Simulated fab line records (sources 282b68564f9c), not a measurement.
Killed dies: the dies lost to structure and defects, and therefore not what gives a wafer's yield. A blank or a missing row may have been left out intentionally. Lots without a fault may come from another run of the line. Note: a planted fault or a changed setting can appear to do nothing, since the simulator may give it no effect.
fab line records | flow rit-cmos | part 1 of 2: steps 1 to 28 of 39
record: lots: 5 | wafers: 15 | last-day: 7
route steps=202 shown GATE@84 REOX@98 NLDD@103 PLDD@114
lots untouched by any fault: they come from a run of this same line in which no faults occurred
start-h: the number of hours between the record's first day and the start of the first shown wafer of the lot | wait-h: hours from the lot's prior step to this one | " unchanged from the row above | L1.1+2: one row covering several wafers at once | - either no value or no given start | * or withheld: withheld | < > ~ a bound
route shown NAME@n: NAME is a module with steps in the file, n the number in the route of the first one | usual: the fault-free wafers' mean and standard deviation | same: alike in all rows | chamber/n: place in a boat | sites: the reading at each site | _std_site: the standard deviation of these | _edge_site: inner sites' mean taken away from outer sites' mean | radius-mm: how far each site lies from the wafer's centre | mask NAME#n: copy n | behind: the tool/chamber that last shaped the wafer | hold: what put the lot on hold/how long, in hours/how the hold closed | device: whichever transistor did not switch (one of n, p or np) | end of line: the same wafers' tests at the end of the route | for a step that has no rows: nothing shown but its recipe | killed: at the first sort, the dies lost to defects and structure; wafer yield is something else | map: per-die view of a wafer (x killed, . not killed, _ where there is no die)
set.NAME: the setting the step ran with; set.NAME@STEP: the setting that earlier step ran with | model.NAME: the simulator's own value behind a step, which no gauge read
lots at selected steps of the route; one table per step, one row per wafer
services: when a tool's chamber went out of use (start-h, in hours from the record's first day, below 0 if earlier), for how many hours, and the reason
== steps ==
step: RIT_GATE_CVD_08
recipe: material: poly-Si | target-thk-nm: 250 | temp-c: 610 | precursor: SiH4 | time-s: 2220 | pressure-mtorr: 300 | sih4-flow-sccm: 96.9
usual: spike-tc-source-C: 629.1/2.3 | zone-power-source-pct: 11.4/0.74
same: time-s: 2220
lot.wafer | tool     | chamber | start-h | wait-h | spike-tc-source-C | zone-power-source-pct
L076.1    | lpcvd-02 | 1       | 53.25   | 0.1    | 632.4             | 11.9
L076.2    | "        | 1       | "       | "      | 633.7             | 11.7
L076.6    | "        | 1       | "       | "      | 633.1             | 11.6
L082.1    | lpcvd-01 | 1       | 84.81   | 0.1    | 627.0             | 10.3
L082.4    | "        | 1       | "       | "      | 626.8             | 10.2
L082.5    | "        | 1       | "       | "      | 626.5             | 10.3
L089.1    | lpcvd-02 | 0       | 115.53  | 0.1    | 629.7             | 10.9
L089.2    | "        | 0       | "       | "      | 630.8             | 10.9
L089.3    | "        | 0       | "       | "      | 630.2             | 10.8
L090.3    | lpcvd-01 | 1       | 123.41  | 0.0    | 628.9             | 10.5
L090.5    | "        | 1       | "       | "      | 627.0             | 10.0
L090.6    | "        | 1       | "       | "      | 628.3             | 10.3
L093.4    | lpcvd-01 | 0       | 131.71  | 0.0    | 626.4             | 12.3
L093.5    | "        | 0       | "       | "      | 627.8             | 12.2
L093.6    | "        | 0       | "       | "      | 626.5             | 12.2
step: RIT_GATE_THK_MEAS_09
recipe: reads: poly-Si_of_GATE_CVD_08
usual: GATE_POLY_THK: 242.3/2.5
lot.wafer | tool          | chamber | start-h | wait-h | GATE_POLY_THK[nm]
L076.1    | film-metro-02 | -       | 54.87   | 0.0    | 241.7
L076.2    | "             | -       | "       | "      | 242.6
L076.6    | "             | -       | "       | "      | 241.0
L082.1    | film-metro-04 | -       | 86.42   | 0.0    | 245.0
L082.4    | "             | -       | "       | "      | 244.9
L082.5    | "             | -       | "       | "      | 243.1
L089.1    | film-metro-04 | -       | 117.15  | 0.0    | 237.8
L089.2    | "             | -       | "       | "      | 238.6
L089.3    | "             | -       | "       | "      | 237.5
L090.3    | film-metro-02 | -       | 125.05  | 0.0    | 244.9
L090.5    | "             | -       | "       | "      | 241.8
L090.6    | "             | -       | "       | "      | 245.2
L093.4    | film-metro-02 | -       | 133.36  | 0.0    | 243.3
L093.5    | "             | -       | "       | "      | 247.6
L093.6    | "             | -       | "       | "      | 243.9
step: RIT_GATE_HMDS_10
recipe: prime-time-s: 60 | prime-temp-c: 140
usual: resist-line-temp-C: 23.00/0.12
lot.wafer | tool           | chamber | start-h | wait-h | resist-line-temp-C
L076.1    | litho-track-01 | 0       | 54.93   | 0.1    | 22.71
L076.2    | "              | 0       | "       | "      | 22.74
L076.6    | "              | 0       | "       | "      | 22.69
L082.1    | litho-track-01 | 0       | 86.48   | 0.1    | 23.03
L082.4    | "              | 0       | "       | "      | 22.96
L082.5    | "              | 0       | "       | "      | 23.00
L089.1    | litho-track-02 | 0       | 117.35  | 0.2    | 23.01
L089.2    | "              | 0       | "       | "      | 22.90
L089.3    | "              | 0       | "       | "      | 22.84
L090.3    | litho-track-01 | 0       | 125.14  | 0.1    | 22.93
L090.5    | "              | 0       | "       | "      | 23.01
L090.6    | "              | 0       | "       | "      | 22.90
L093.4    | litho-track-03 | 0       | 133.47  | 0.1    | 22.95
L093.5    | "              | 0       | "       | "      | 22.93
L093.6    | "              | 0       | "       | "      | 22.86
step: RIT_GATE_COAT_11
recipe: resist: NOVOLAK | spin-rpm: 4250 | resist-thk-nm: 850
usual: resist-line-temp-C: 23.00/0.11
lot.wafer | tool           | chamber | start-h | wait-h | resist-line-temp-C
L076.1    | litho-track-01 | 0       | 55.08   | 0.1    | 22.90
L076.2    | "              | 0       | "       | "      | 22.99
L076.6    | "              | 0       | "       | "      | 23.08
L082.1    | litho-track-01 | 0       | 86.63   | 0.1    | 23.10
L082.4    | "              | 0       | "       | "      | 23.15
L082.5    | "              | 0       | "       | "      | 23.10
L089.1    | litho-track-02 | 0       | 117.50  | 0.1    | 22.96
L089.2    | "              | 0       | "       | "      | 22.88
L089.3    | "              | 0       | "       | "      | 22.96
L090.3    | litho-track-01 | 0       | 125.29  | 0.1    | 22.85
L090.5    | "              | 0       | "       | "      | 22.95
L090.6    | "              | 0       | "       | "      | 22.86
L093.4    | litho-track-03 | 0       | 133.62  | 0.1    | 22.75
L093.5    | "              | 0       | "       | "      | 23.04
L093.6    | "              | 0       | "       | "      | 22.90
step: RIT_GATE_SOFTBAKE_12
recipe: resist: NOVOLAK | temp-c: 90 | time-s: 60
usual: resist-line-temp-C: 22.98/0.1
same: time-s: 60
lot.wafer | tool           | chamber | start-h | wait-h | resist-line-temp-C
L076.1    | litho-track-01 | 0       | 55.23   | 0.1    | 23.05
L076.2    | "              | 0       | "       | "      | 23.11
L076.6    | "              | 0       | "       | "      | 23.02
L082.1    | litho-track-01 | 0       | 86.78   | 0.1    | 23.12
L082.4    | "              | 0       | "       | "      | 23.05
L082.5    | "              | 0       | "       | "      | 23.11
L089.1    | litho-track-02 | 0       | 117.65  | 0.1    | 22.77
L089.2    | "              | 0       | "       | "      | 22.99
L089.3    | "              | 0       | "       | "      | 22.90
L090.3    | litho-track-01 | 0       | 125.44  | 0.1    | 22.96
L090.5    | "              | 0       | "       | "      | 22.89
L090.6    | "              | 0       | "       | "      | 22.85
L093.4    | litho-track-03 | 0       | 133.77  | 0.1    | 22.93
L093.5    | "              | 0       | "       | "      | 22.73
L093.6    | "              | 0       | "       | "      | 23.04
step: RIT_GATE_EXPOSE_13
recipe: mask-id: M6 | na: 0.6 | source-shape: conventional | sigma-outer: 0.6 | target-cd-nm: 150 | dose-mj: 388.2
lot.wafer  | tool             | chamber | start-h | wait-h | mask
L076.1+2+6 | iline-stepper-02 | 0       | 55.38   | 0.1    | M6#0
L082.1+4+5 | iline-stepper-01 | 0       | 87.06   | 0.2    | M6#0
L089.1+2+3 | iline-stepper-01 | 0       | 117.92  | 0.2    | M6#0
L090.3+5+6 | iline-stepper-01 | 0       | 125.58  | 0.1    | M6#0
L093.4+5+6 | iline-stepper-01 | 0       | 133.90  | 0.1    | M6#0
step: RIT_GATE_PEB_14
recipe: resist: NOVOLAK | temp-c: withheld | time-s: withheld
usual: resist-line-temp-C: *
lot.wafer | tool           | chamber | start-h | wait-h | resist-line-temp-C
L076.1    | litho-track-01 | 0       | 55.50   | 0.1    | *
L076.2    | "              | 0       | "       | "      | *
L076.6    | "              | 0       | "       | "      | *
L082.1    | litho-track-01 | 0       | 87.21   | 0.1    | *
L082.4    | "              | 0       | "       | "      | *
L082.5    | "              | 0       | "       | "      | *
L089.1    | litho-track-02 | 0       | 118.04  | 0.1    | *
L089.2    | "              | 0       | "       | "      | *
L089.3    | "              | 0       | "       | "      | *
L090.3    | litho-track-01 | 0       | 125.71  | 0.1    | *
L090.5    | "              | 0       | "       | "      | *
L090.6    | "              | 0       | "       | "      | *
L093.4    | litho-track-01 | 0       | 134.12  | 0.2    | *
L093.5    | "              | 0       | "       | "      | *
L093.6    | "              | 0       | "       | "      | *
step: RIT_GATE_DEVELOP_15
recipe: resist: NOVOLAK | develop-time-s: 50 | dev-temp-c: 23
usual: resist-line-temp-C: 23.01/0.097
lot.wafer | tool           | chamber | start-h | wait-h | resist-line-temp-C
L076.1    | litho-track-01 | 0       | -       | -      | 23.03
L076.2    | "              | 0       | "       | "      | 23.05
L076.6    | "              | 0       | "       | "      | 23.17
L082.1    | litho-track-01 | 0       | -       | -      | 23.06
L082.4    | "              | 0       | "       | "      | 23.12
L082.5    | "              | 0       | "       | "      | 22.95
L089.1    | litho-track-02 | 0       | -       | -      | 23.15
L089.2    | "              | 0       | "       | "      | 23.06
L089.3    | "              | 0       | "       | "      | 23.08
L090.3    | litho-track-01 | 0       | -       | -      | 22.94
L090.5    | "              | 0       | "       | "      | 23.01
L090.6    | "              | 0       | "       | "      | 23.04
L093.4    | litho-track-01 | 0       | -       | -      | 23.03
L093.5    | "              | 0       | "       | "      | 23.01
L093.6    | "              | 0       | "       | "      | 22.94
step: RIT_GATE_CD_MEAS_16
recipe: target-cd-nm: 150
usual: cd-nm: 149.5/2.3
lot.wafer | tool      | chamber | start-h | wait-h | cd-nm
L076.1    | cd-sem-01 | -       | 55.78   | -      | 149.3
L076.2    | "         | -       | "       | "      | 152.5
L076.6    | "         | -       | "       | "      | 150.8
L082.1    | cd-sem-02 | -       | 87.49   | -      | 151.4
L082.4    | "         | -       | "       | "      | 150.8
L082.5    | "         | -       | "       | "      | 151.6
L089.1    | cd-sem-01 | -       | 118.32  | -      | 148.5
L089.2    | "         | -       | "       | "      | 152.6
L089.3    | "         | -       | "       | "      | 151.2
L090.3    | cd-sem-01 | -       | 125.98  | -      | 151.9
L090.5    | "         | -       | "       | "      | 152.7
L090.6    | "         | -       | "       | "      | 153.6
L093.4    | cd-sem-02 | -       | 134.39  | -      | 145.8
L093.5    | "         | -       | "       | "      | 145.3
L093.6    | "         | -       | "       | "      | 147.6
step: RIT_GATE_OVL_MEAS_17
usual: GATE_OVL: -0.9/1.2
lot.wafer | tool       | chamber | start-h | wait-h | GATE_OVL[nm]
L076.1    | overlay-01 | -       | 55.90   | 0.1    | 0.7
L076.2    | "          | -       | "       | "      | 0.9
L076.6    | "          | -       | "       | "      | 0.2
L082.1    | overlay-01 | -       | 87.61   | 0.1    | -2.8
L082.4    | "          | -       | "       | "      | -0.7
L082.5    | "          | -       | "       | "      | -2.7
L089.1    | overlay-02 | -       | 118.44  | 0.1    | -1.4
L089.2    | "          | -       | "       | "      | -1.5
L089.3    | "          | -       | "       | "      | -0.7
L090.3    | overlay-02 | -       | 126.07  | 0.1    | -1.3
L090.5    | "          | -       | "       | "      | -0.7
L090.6    | "          | -       | "       | "      | -0.1
L093.4    | overlay-01 | -       | 134.47  | 0.1    | -1.7
L093.5    | "          | -       | "       | "      | -0.8
L093.6    | "          | -       | "       | "      | -2.6
step: RIT_GATE_HARDBAKE_18
recipe: resist: NOVOLAK | temp-c: 140 | time-s: 60
usual: resist-line-temp-C: 23.00/0.12
same: time-s: 60
lot.wafer | tool           | chamber | start-h | wait-h | resist-line-temp-C
L076.1    | litho-track-01 | 0       | 55.93   | 0.0    | 23.05
L076.2    | "              | 0       | "       | "      | 23.02
L076.6    | "              | 0       | "       | "      | 23.10
L082.1    | litho-track-03 | 0       | 87.65   | 0.0    | 23.07
L082.4    | "              | 0       | "       | "      | 23.08
L082.5    | "              | 0       | "       | "      | 23.12
L089.1    | litho-track-03 | 0       | 118.51  | 0.1    | 22.95
L089.2    | "              | 0       | "       | "      | 22.98
L089.3    | "              | 0       | "       | "      | 23.01
L090.3    | litho-track-02 | 0       | 126.15  | 0.1    | 23.15
L090.5    | "              | 0       | "       | "      | 23.22
L090.6    | "              | 0       | "       | "      | 23.21
L093.4    | litho-track-02 | 0       | 134.56  | 0.1    | 22.90
L093.5    | "              | 0       | "       | "      | 22.93
L093.6    | "              | 0       | "       | "      | 22.81
step: RIT_GATE_ETCH_19
recipe: chemistry: SF6/CHF3/O2 | time-s: 165 | SF6_flow_sccm: 30 | CHF3_flow_sccm: 30 | O2_flow_sccm: 5 | target: poly-Si | pressure-mtorr: 40 | rf-w: 160 | target-depth-a: 3125 | over-etch-frac: 0.25 | stop-on: SiO2
usual: drypump-motor-current-A: 5.5/0.33 | oes-product-au: 0.826/0.011 | throttle-valve-pct: 10.24/0.11
same: time-s: 165
lot.wafer | tool      | chamber | start-h | wait-h | drypump-motor-current-A | oes-product-au | rf-hours-counter-h | throttle-valve-pct
L076.1    | rie-si-01 | 3       | 56.08   | 0.1    | 5.5                     | 0.818          | 35                 | 10.29
L076.2    | "         | 2       | "       | "      | 5.7                     | 0.826          | 82                 | 10.38
L076.6    | "         | 2       | "       | "      | 5.7                     | 0.823          | -                  | 10.38
L082.1    | rie-si-01 | 0       | 87.80   | 0.1    | 5.5                     | 0.834          | 100                | 10.04
L082.4    | "         | 2       | "       | "      | 5.7                     | 0.823          | 82                 | 10.38
L082.5    | "         | 1       | "       | "      | 5.1                     | 0.829          | -                  | 10.36
L089.1    | rie-si-02 | 1       | 118.66  | 0.1    | 5.4                     | 0.825          | 2                  | 10.17
L089.2    | "         | 2       | "       | "      | 4.8                     | 0.805          | 105                | 10.27
L089.3    | "         | 0       | "       | "      | 5.9                     | 0.824          | 0                  | 10.28
L090.3    | rie-si-01 | 1       | 126.25  | 0.1    | 5.1                     | 0.853          | 124                | 10.37
L090.5    | "         | 0       | "       | "      | 5.5                     | 0.820          | -                  | 10.05
L090.6    | "         | 3       | "       | "      | 5.6                     | 0.824          | -                  | 10.29
L093.4    | rie-si-02 | 3       | 134.64  | 0.1    | 5.7                     | 0.828          | 78                 | 10.14
L093.5    | "         | 2       | "       | "      | 4.9                     | 0.830          | -                  | 10.26
L093.6    | "         | 1       | "       | "      | 5.4                     | 0.832          | -                  | 10.17
step: RIT_GATE_STRIP_20
recipe: chemistry: O2 | time-s: 180 | resist: NOVOLAK | platen-temp-c: withheld | power-w: 500 | pressure-mtorr: 4000 | o2-flow-sccm: 4000
usual: drypump-motor-current-A: 6.2/0.36
same: time-s: 180
lot.wafer | tool            | chamber | start-h | wait-h | drypump-motor-current-A | rf-hours-counter-h
L076.1    | plasma-asher-01 | 1       | 56.19   | 0.1    | 6.4                     | 41
L076.2    | "               | 0       | "       | "      | 5.7                     | 41
L076.6    | "               | 1       | "       | "      | 6.4                     | -
L082.1    | plasma-asher-02 | 0       | 87.91   | 0.1    | 5.8                     | 46
L082.4    | "               | 0       | "       | "      | 5.8                     | -
L082.5    | "               | 1       | "       | "      | 5.9                     | -
L089.1    | plasma-asher-01 | 0       | 118.77  | 0.1    | 5.7                     | 0
L089.2    | "               | 1       | "       | "      | 6.4                     | 0
L089.3    | "               | 0       | "       | "      | 5.7                     | -
L090.3    | plasma-asher-04 | 1       | 126.41  | 0.1    | 6.3                     | -
L090.5    | "               | 1       | "       | "      | 6.3                     | -
L090.6    | "               | 0       | "       | "      | 6.7                     | -
L093.4    | plasma-asher-04 | 1       | 134.80  | 0.1    | 6.3                     | -
L093.5    | "               | 1       | "       | "      | 6.3                     | -
L093.6    | "               | 0       | "       | "      | 6.7                     | -
step: RIT_GATE_CD_MEAS_90
recipe: target-cd-nm: 150
usual: cd-nm: 149.5/2.3
lot.wafer | tool      | chamber | start-h | wait-h | cd-nm
L076.1    | cd-sem-02 | -       | 56.37   | 0.1    | 149.5
L076.2    | "         | -       | "       | "      | 152.3
L076.6    | "         | -       | "       | "      | 151.0
L082.1    | cd-sem-02 | -       | 88.08   | 0.1    | 151.4
L082.4    | "         | -       | "       | "      | 150.4
L082.5    | "         | -       | "       | "      | 151.4
L089.1    | cd-sem-02 | -       | 118.94  | 0.1    | 148.4
L089.2    | "         | -       | "       | "      | 152.2
L089.3    | "         | -       | "       | "      | 151.2
L090.3    | cd-sem-02 | -       | 126.57  | 0.1    | 152.1
L090.5    | "         | -       | "       | "      | 153.0
L090.6    | "         | -       | "       | "      | 153.7
L093.4    | cd-sem-01 | -       | 134.98  | 0.1    | 146.2
L093.5    | "         | -       | "       | "      | 145.0
L093.6    | "         | -       | "       | "      | 147.4
step: RIT_REOX_CLEAN_00
recipe: chemistry: SC1 | mix: 3:3:50 | time-s: 600 | temp-c: 75
same: time-s: 600
lot.wafer  | tool         | chamber | start-h | wait-h
L076.1+2+6 | wet-bench-03 | 0       | 56.49   | 0.1
L082.1+4+5 | wet-bench-03 | 1       | 88.20   | 0.1
L089.1+2+3 | wet-bench-02 | 1       | 119.06  | 0.1
L090.3+5+6 | wet-bench-01 | 3       | 126.65  | 0.1
L093.4+5+6 | wet-bench-01 | 0       | 135.04  | 0.0
step: RIT_REOX_CLEAN_01
recipe: chemistry: dHF | dilution: 50:1 | time-s: 30
same: time-s: 30
lot.wafer  | tool         | chamber | start-h | wait-h
L076.1+2+6 | wet-bench-01 | 2       | 56.66   | 0.0
L082.1+4+5 | wet-bench-01 | 0       | 88.55   | 0.0
L089.1+2+3 | wet-bench-01 | 3       | 119.24  | 0.0
L090.3+5+6 | wet-bench-02 | 1       | 126.84  | 0.0
L093.4+5+6 | wet-bench-03 | 2       | 135.21  | 0.0
step: RIT_REOX_CLEAN_02
recipe: chemistry: SC2 | mix: 3:3:50 | time-s: 600 | temp-c: 75 | dry: n2-spin
same: time-s: 600
lot.wafer  | tool         | chamber | start-h | wait-h
L076.1+2+6 | wet-bench-03 | 0       | 56.68   | 0.0
L082.1+4+5 | wet-bench-02 | 2       | 88.57   | 0.0
L089.1+2+3 | wet-bench-03 | 0       | 119.25  | 0.0
L090.3+5+6 | wet-bench-03 | 0       | 126.86  | 0.0
L093.4+5+6 | wet-bench-02 | 0       | 135.23  | 0.0
step: RIT_REOX_OXIDATION_03
recipe: temp-c: 900 | ambient: O2 | target-thk-a: 252 | ox-time-s: 5804
usual: spike-tc-source-C: 925.1/1 | zone-power-source-pct: 28.0/1.2
lot.wafer | tool       | chamber | start-h | wait-h | spike-tc-source-C | zone-power-source-pct
L076.1    | furnace-04 | 0       | 56.89   | 0.0    | 923.1             | 26.6
L076.2    | "          | 0       | "       | "      | 924.3             | 27.2
L076.6    | "          | 0       | "       | "      | 923.9             | 26.7
L082.1    | furnace-01 | 0       | 89.83   | 1.1    | 925.9             | 29.9
L082.4    | "          | 0       | "       | "      | 925.8             | 30.0
L082.5    | "          | 0       | "       | "      | 925.3             | 30.1
L089.1    | furnace-01 | 0       | 120.55  | 1.1    | 926.5             | 29.9
L089.2    | "          | 0       | "       | "      | 924.5             | 30.2
L089.3    | "          | 0       | "       | "      | 925.5             | 29.5
L090.3    | furnace-03 | 0       | 127.03  | 0.0    | 924.8             | 27.9
L090.5    | "          | 0       | "       | "      | 924.6             | 28.0
L090.6    | "          | 0       | "       | "      | 925.1             | 27.3
L093.4    | furnace-04 | 0       | 136.74  | 1.3    | 922.2             | 26.7
L093.5    | "          | 0       | "       | "      | 926.0             | 26.6
L093.6    | "          | 0       | "       | "      | 923.8             | 26.6
step: RIT_REOX_THK_MEAS_04
recipe: reads: SiO2_of_REOX_OXIDATION_03
usual: REOX_OXIDE_THK: 26.1/0.42
lot.wafer | tool          | chamber | start-h | wait-h | REOX_OXIDE_THK[nm]
L076.1    | film-metro-01 | -       | 59.44   | 0.0    | 25.7
L076.2    | "             | -       | "       | "      | 25.8
L076.6    | "             | -       | "       | "      | 25.2
L082.1    | film-metro-03 | -       | 92.38   | 0.0    | 25.8
L082.4    | "             | -       | "       | "      | 25.6
L082.5    | "             | -       | "       | "      | 25.9
L089.1    | film-metro-01 | -       | 123.10  | 0.0    | 25.8
L089.2    | "             | -       | "       | "      | 26.2
L089.3    | "             | -       | "       | "      | 26.2
L090.3    | film-metro-02 | -       | 129.60  | 0.0    | 25.6
L090.5    | "             | -       | "       | "      | 26.0
L090.6    | "             | -       | "       | "      | 26.2
L093.4    | film-metro-03 | -       | 139.32  | 0.0    | 25.8
L093.5    | "             | -       | "       | "      | 25.9
L093.6    | "             | -       | "       | "      | 25.5
step: RIT_NLDD_HMDS_00
recipe: prime-time-s: 60 | prime-temp-c: 140
usual: resist-line-temp-C: 23.01/0.11
lot.wafer | tool           | chamber | start-h | wait-h | resist-line-temp-C
L076.1    | litho-track-01 | 0       | 59.50   | 0.1    | 22.94
L076.2    | "              | 0       | "       | "      | 23.10
L076.6    | "              | 0       | "       | "      | 22.94
L082.1    | litho-track-04 | 0       | 92.44   | 0.1    | 23.01
L082.4    | "              | 0       | "       | "      | 22.97
L082.5    | "              | 0       | "       | "      | 22.93
L089.1    | litho-track-03 | 0       | 123.16  | 0.1    | 22.97
L089.2    | "              | 0       | "       | "      | 23.07
L089.3    | "              | 0       | "       | "      | 23.08
L090.3    | litho-track-01 | 0       | 129.96  | 0.3    | 22.95
L090.5    | "              | 0       | "       | "      | 22.85
L090.6    | "              | 0       | "       | "      | 23.16
L093.4    | litho-track-04 | 0       | 139.57  | 0.2    | 23.04
L093.5    | "              | 0       | "       | "      | 22.93
L093.6    | "              | 0       | "       | "      | 23.09
step: RIT_NLDD_COAT_01
recipe: resist: NOVOLAK | spin-rpm: 3250 | resist-thk-nm: 1000
usual: resist-line-temp-C: 23.01/0.094
lot.wafer | tool           | chamber | start-h | wait-h | resist-line-temp-C
L076.1    | litho-track-01 | 0       | 59.65   | 0.1    | 23.20
L076.2    | "              | 0       | "       | "      | 23.11
L076.6    | "              | 0       | "       | "      | 23.14
L082.1    | litho-track-04 | 0       | 92.59   | 0.1    | 23.10
L082.4    | "              | 0       | "       | "      | 22.91
L082.5    | "              | 0       | "       | "      | 23.01
L089.1    | litho-track-03 | 0       | 123.31  | 0.1    | 23.05
L089.2    | "              | 0       | "       | "      | 22.89
L089.3    | "              | 0       | "       | "      | 23.03
L090.3    | litho-track-01 | 0       | 130.11  | 0.1    | 22.95
L090.5    | "              | 0       | "       | "      | 23.03
L090.6    | "              | 0       | "       | "      | 22.99
L093.4    | litho-track-04 | 0       | 139.72  | 0.1    | 22.95
L093.5    | "              | 0       | "       | "      | 22.83
L093.6    | "              | 0       | "       | "      | 23.08
step: RIT_NLDD_SOFTBAKE_02
recipe: resist: NOVOLAK | temp-c: 90 | time-s: 60
usual: resist-line-temp-C: 23.00/0.094
same: time-s: 60
lot.wafer | tool           | chamber | start-h | wait-h | resist-line-temp-C
L076.1    | litho-track-01 | 0       | 59.80   | 0.1    | 23.11
L076.2    | "              | 0       | "       | "      | 22.88
L076.6    | "              | 0       | "       | "      | 23.00
L082.1    | litho-track-04 | 0       | 92.74   | 0.1    | 23.02
L082.4    | "              | 0       | "       | "      | 23.05
L082.5    | "              | 0       | "       | "      | 23.00
L089.1    | litho-track-03 | 0       | 123.46  | 0.1    | 23.10
L089.2    | "              | 0       | "       | "      | 22.97
L089.3    | "              | 0       | "       | "      | 23.05
L090.3    | litho-track-01 | 0       | 130.26  | 0.1    | 22.96
L090.5    | "              | 0       | "       | "      | 23.07
L090.6    | "              | 0       | "       | "      | 22.89
L093.4    | litho-track-04 | 0       | 139.87  | 0.1    | 22.83
L093.5    | "              | 0       | "       | "      | 22.99
L093.6    | "              | 0       | "       | "      | 22.94
step: RIT_NLDD_EXPOSE_03
recipe: mask-id: M7 | na: 0.57 | target-cd-nm: 40700 | dose-mj: 250
lot.wafer  | tool             | chamber | start-h | wait-h | mask
L076.1+2+6 | iline-stepper-01 | 0       | 60.32   | 0.5    | M7#0
L082.1+4+5 | iline-stepper-02 | 0       | 93.01   | 0.2    | M7#0
L089.1+2+3 | iline-stepper-01 | 0       | 123.61  | 0.1    | M7#0
L090.3+5+6 | iline-stepper-01 | 0       | 130.40  | 0.1    | M7#0
L093.4+5+6 | iline-stepper-01 | 0       | 140.00  | 0.1    | M7#0
step: RIT_NLDD_PEB_04
recipe: resist: NOVOLAK | temp-c: withheld | time-s: withheld
usual: resist-line-temp-C: *
lot.wafer | tool           | chamber | start-h | wait-h | resist-line-temp-C
L076.1    | litho-track-04 | 0       | 60.44   | 0.1    | *
L076.2    | "              | 0       | "       | "      | *
L076.6    | "              | 0       | "       | "      | *
L082.1    | litho-track-03 | 0       | 93.13   | 0.1    | *
L082.4    | "              | 0       | "       | "      | *
L082.5    | "              | 0       | "       | "      | *
L089.1    | litho-track-01 | 0       | 123.89  | 0.3    | *
L089.2    | "              | 0       | "       | "      | *
L089.3    | "              | 0       | "       | "      | *
L090.3    | litho-track-03 | 0       | 130.53  | 0.1    | *
L090.5    | "              | 0       | "       | "      | *
L090.6    | "              | 0       | "       | "      | *
L093.4    | litho-track-01 | 0       | 140.14  | 0.1    | *
L093.5    | "              | 0       | "       | "      | *
L093.6    | "              | 0       | "       | "      | *
step: RIT_NLDD_DEVELOP_05
recipe: resist: NOVOLAK | develop-time-s: 50 | dev-temp-c: 23
usual: resist-line-temp-C: 23.02/0.11
lot.wafer | tool           | chamber | start-h | wait-h | resist-line-temp-C
L076.1    | litho-track-04 | 0       | -       | -      | 23.00
L076.2    | "              | 0       | "       | "      | 23.04
L076.6    | "              | 0       | "       | "      | 23.04
L082.1    | litho-track-03 | 0       | -       | -      | 22.96
L082.4    | "              | 0       | "       | "      | 22.93
L082.5    | "              | 0       | "       | "      | 22.91
L089.1    | litho-track-01 | 0       | -       | -      | 23.06
L089.2    | "              | 0       | "       | "      | 22.82
L089.3    | "              | 0       | "       | "      | 22.78
L090.3    | litho-track-03 | 0       | -       | -      | 23.10
L090.5    | "              | 0       | "       | "      | 23.10
L090.6    | "              | 0       | "       | "      | 23.09
L093.4    | litho-track-01 | 0       | -       | -      | 23.01
L093.5    | "              | 0       | "       | "      | 22.85
L093.6    | "              | 0       | "       | "      | 23.33
step: RIT_NLDD_OVL_MEAS_06
usual: NLDD_OVL: 0.2/1.4
lot.wafer | tool       | chamber | start-h | wait-h | NLDD_OVL[nm]
L076.1    | overlay-01 | -       | 60.72   | -      | 0.5
L076.2    | "          | -       | "       | "      | -0.9
L076.6    | "          | -       | "       | "      | -0.3
L082.1    | overlay-02 | -       | 93.41   | -      | -0.6
L082.4    | "          | -       | "       | "      | -2.7
L082.5    | "          | -       | "       | "      | -0.9
L089.1    | overlay-02 | -       | 124.17  | -      | 1.8
L089.2    | "          | -       | "       | "      | 0.2
L089.3    | "          | -       | "       | "      | 1.1
L090.3    | overlay-02 | -       | 130.77  | -      | -0.1
L090.5    | "          | -       | "       | "      | -0.1
L090.6    | "          | -       | "       | "      | 0.7
L093.4    | overlay-02 | -       | 140.36  | -      | 0.8
L093.5    | "          | -       | "       | "      | -0.6
L093.6    | "          | -       | "       | "      | -1.2
step: RIT_NLDD_HARDBAKE_07
recipe: resist: NOVOLAK | temp-c: 140 | time-s: 60
usual: resist-line-temp-C: 23.04/0.094
same: time-s: 60
lot.wafer | tool           | chamber | start-h | wait-h | resist-line-temp-C
L076.1    | litho-track-01 | 0       | 60.76   | 0.0    | 23.10
L076.2    | "              | 0       | "       | "      | 23.05
L076.6    | "              | 0       | "       | "      | 23.10
L082.1    | litho-track-04 | 0       | 93.45   | 0.0    | 23.06
L082.4    | "              | 0       | "       | "      | 23.05
L082.5    | "              | 0       | "       | "      | 23.02
L089.1    | litho-track-01 | 0       | 124.21  | 0.0    | 23.00
L089.2    | "              | 0       | "       | "      | 23.17
L089.3    | "              | 0       | "       | "      | 22.96
L090.3    | litho-track-03 | 0       | 130.85  | 0.1    | 23.18
L090.5    | "              | 0       | "       | "      | 22.98
L090.6    | "              | 0       | "       | "      | 23.03
L093.4    | litho-track-03 | 0       | 140.46  | 0.1    | 22.96
L093.5    | "              | 0       | "       | "      | 23.10
L093.6    | "              | 0       | "       | "      | 22.93
step: RIT_NLDD_IMPLANT_08
recipe: species: P | energy-kev: 20 | dose-cm2: 5e+14 | tilt-deg: 7
lot.wafer  | tool         | chamber | start-h | wait-h
L076.1+2+6 | implanter-03 | 0       | 60.91   | 0.1
L082.1+4+5 | implanter-01 | 0       | 93.60   | 0.1
L089.1+2+3 | implanter-04 | 0       | 124.36  | 0.1
L090.3+5+6 | implanter-01 | 0       | 131.00  | 0.1
L093.4+5+6 | implanter-04 | 0       | 140.61  | 0.1
